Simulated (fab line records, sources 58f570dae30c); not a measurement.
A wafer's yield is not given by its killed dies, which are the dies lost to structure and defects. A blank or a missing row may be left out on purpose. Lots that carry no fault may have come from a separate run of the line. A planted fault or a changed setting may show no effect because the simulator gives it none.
Problem report, 8D (eight disciplines) form, completed by code || flow berkeley_cmos170 || the parts of the form that need people (team, actions taken, sign-off) are left out

== 1. THE PROBLEM ==
oes_product_au at UCB170_M1_METAL_ETCH_12 reads a mean of 0.728 a.u. on 2 wafers of 2 lots; wafers without a fault read 0.853 a.u. with a standard deviation of 0.016. That is -7.8 standard deviations from the usual mean.
The step: etches Al in Cl2/BCl3, stops on PSG, target depth 780 nm, time 130 s.
First observed at day 10 20:25: wafer L136.5, on rie_metal-04. At this step, 38 wafers from 14 lots have a number in the record. Rule for "out" (also "out of limits"): further than 4 standard deviations from the usual mean. The other wafers with a number count as sound.

== 2. WHAT IT IS; WHAT IT IS NOT ==
{"question": "which readings at this step", "is": "oes_product_au", "is not": "drypump_motor_current_A, mfc_cl2_sccm, throttle_valve_pct"}
{"question": "which lots", "is": "L136, L137", "is not": "L122, L123, L126, L127, L128, L129, L130, L131, L133, L139, L140, L142"}
{"question": "which wafers of those lots", "is": "all that have a number", "is not": "-"}
{"question": "read on which tools", "is": "rie_metal-04", "is not": "rie_metal-01, rie_metal-02"}
{"question": "when", "is": "from day 10 20:25", "is not": "up to then (27 sound wafers); but 9 sound wafers of L139, L140, L142 came after"}

== 3. THE SUSPECTS, EACH WITH WHAT RULES IT OUT ==
Counting: a tool at a process step up to the reading stays a suspect if it ran every lot that is out and no sound lot after the first of them.
- rie_metal-04 at UCB170_M1_METAL_ETCH_12 (etches Al in Cl2/BCl3, stops on PSG, target depth 780 nm, time 130 s): kept. It ran every lot that is out, first L136 (day 10 20:25), and no sound lot after that; its last sound lot up to then is L131 (day 9 23:17). Its own readings are out on those wafers: oes_product_au.
After counting, what remains is rie_metal-04 at UCB170_M1_METAL_ETCH_12.

== 4. THE CAUSE (what the simulator had put in) ==
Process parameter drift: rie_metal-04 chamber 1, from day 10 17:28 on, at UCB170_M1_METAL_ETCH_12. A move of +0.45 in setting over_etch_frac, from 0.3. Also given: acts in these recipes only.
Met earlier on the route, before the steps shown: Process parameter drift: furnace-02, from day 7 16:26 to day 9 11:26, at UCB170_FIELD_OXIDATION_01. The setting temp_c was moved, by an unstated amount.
This tool alone remained once counting was done.

== 5. THE CHAIN OF EFFECTS, in route order ==
Each row: a reading whose mean over the struck wafers that have a number lies more than 3 standard deviations from the usual. Only readings for which the record gives a usual standard deviation are gone through. hours: the time from each lot's start at the first step in this table that gives one to its start at this step, as a median over the lots. sigmas: the change in usual standard deviations.
{"hours": 0, "step": "UCB170_M1_METAL_ETCH_12", "reading": "oes_product_au", "usual": "0.853 a.u.", "on struck wafers": 0.728, "change": -0.125, "sigmas": -7.8}
{"hours": 0, "step": "UCB170_M1_STRIP_13", "reading": "oes_product_au", "usual": "0.719 a.u.", "on struck wafers": 0.580, "change": -0.139, "sigmas": -31}
{"hours": 0, "step": "UCB170_M1_CD_MEAS_90", "reading": "cd_nm", "usual": "701 nm", "on struck wafers": 688, "change": -14, "sigmas": -3.9}
It contains these process steps:
- UCB170_M1_METAL_ETCH_12: etches Al in Cl2/BCl3, stops on PSG, target depth 780 nm, time 130 s.
- UCB170_M1_STRIP_13: strips in O2.
At these later measuring or inspecting steps, every struck wafer for which the step has a row has a number for every such reading, and none has moved that far: UCB170_V1_CD_MEAS_12.

== 6. WHAT WOULD HAVE CAUGHT IT SOONER ==
The fault began at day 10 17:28; the first out-of-limits reading in this record came at day 10 20:25, 3 hours later.
